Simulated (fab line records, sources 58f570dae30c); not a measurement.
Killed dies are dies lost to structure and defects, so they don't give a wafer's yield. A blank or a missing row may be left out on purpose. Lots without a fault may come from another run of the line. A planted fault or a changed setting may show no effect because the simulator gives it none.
One fault seen from 2 desks | flow berkeley_cmos170 | each desk has only its own numbers; what lay behind them comes last

THE TOOL OWNER'S DESK: pvd_sputter-01
The tool's own readings at UCB170_M1_SPUTTER_00 (material Al, target thk 600 nm, time 80 s): means of the sampled wafers that have a number, for each lot that ran on this tool. A lot is out of limits, marked OUT, if its mean lies more than 4 standard deviations from the usual mean; the brackets give that distance.
Columns: A = chamber_pressure_pa at UCB170_M1_SPUTTER_00, usual 0.5000 Pa; B = throttle_valve_pct at UCB170_M1_SPUTTER_00, usual 29.7 %
lot  | first seen here | A                        | B
L422 | day 8 02:48     | 0.5000                   | 28.9
L424 | day 8 08:43     | 0.4992                   | 30.1
L429 | day 9 11:11     | 0.3718 (-99 or more) OUT | 33.3
L433 | day 10 15:00    | 0.3725 (-99 or more) OUT | 34.5
This desk's finding: out of limits on L429, L433; first on L429, day 9 11:11 (chamber_pressure_pa at UCB170_M1_SPUTTER_00). In limits: L422, L424.

THE METROLOGY DESK
What the gauges read, lot by lot, whatever tool the lot ran on: means of the sampled wafers that have a number. A lot is out of limits, marked OUT, if its mean lies more than 4 standard deviations from the usual mean; the brackets give that distance.
Columns: A = M1_AL_RS at UCB170_M1_RS_MEAS_01, usual 0.0484 ohm/sq; B = M1_AL_THK at UCB170_M1_THK_MEAS_02, usual 607 nm
lot  | first seen here | A                 | B
L425 | day 8 01:23     | 0.0485            | 605
L422 | day 8 02:53     | 0.0486            | 615
L421 | day 8 03:17     | 0.0485            | 599
L424 | day 8 08:46     | 0.0486            | 600
L423 | day 8 08:47     | 0.0482            | 606
L429 | day 9 11:14     | 0.0435 (-12) OUT  | 661 (+7.9) OUT
L434 | day 10 12:17    | 0.0489            | 607
L435 | day 10 14:43    | 0.0484            | 605
L433 | day 10 15:04    | 0.0445 (-9.2) OUT | 643 (+5.2) OUT
L437 | day 10 19:52    | 0.0479            | 608
L439 | day 11 12:46    | 0.0487            | 602
L440 | day 11 13:42    | 0.0485            | 614
L442 | day 12 01:11    | 0.0487            | 607
L444 | day 12 13:17    | 0.0479            | 617
This desk's finding: out of limits on L429, L433; first on L429, day 9 11:14 (M1_AL_RS at UCB170_M1_RS_MEAS_01). In limits: L425, L422, L421, L424, L423, L434, L435, L437, L439, L440, L442, L444.

PUT TOGETHER
The tool owner's desk could have raised an alarm at day 9 11:11, on L429, L433.
The metrology desk could have raised an alarm at day 9 11:14, on L429, L433.
Of the lots named, all ran UCB170_M1_SPUTTER_00 on pvd_sputter-01.

WHAT THE SIMULATOR HAD PUT IN
Process parameter drift: pvd_sputter-01, from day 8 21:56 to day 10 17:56, at UCB170_M1_SPUTTER_00. Setting chamber_pressure_pa, moved by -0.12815, from 0.5. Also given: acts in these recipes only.
Lots struck among those shown: L429, L433.
Hours from the fault's start to each desk's first reading out of limits: the tool owner's desk, 13; the metrology desk, 13.
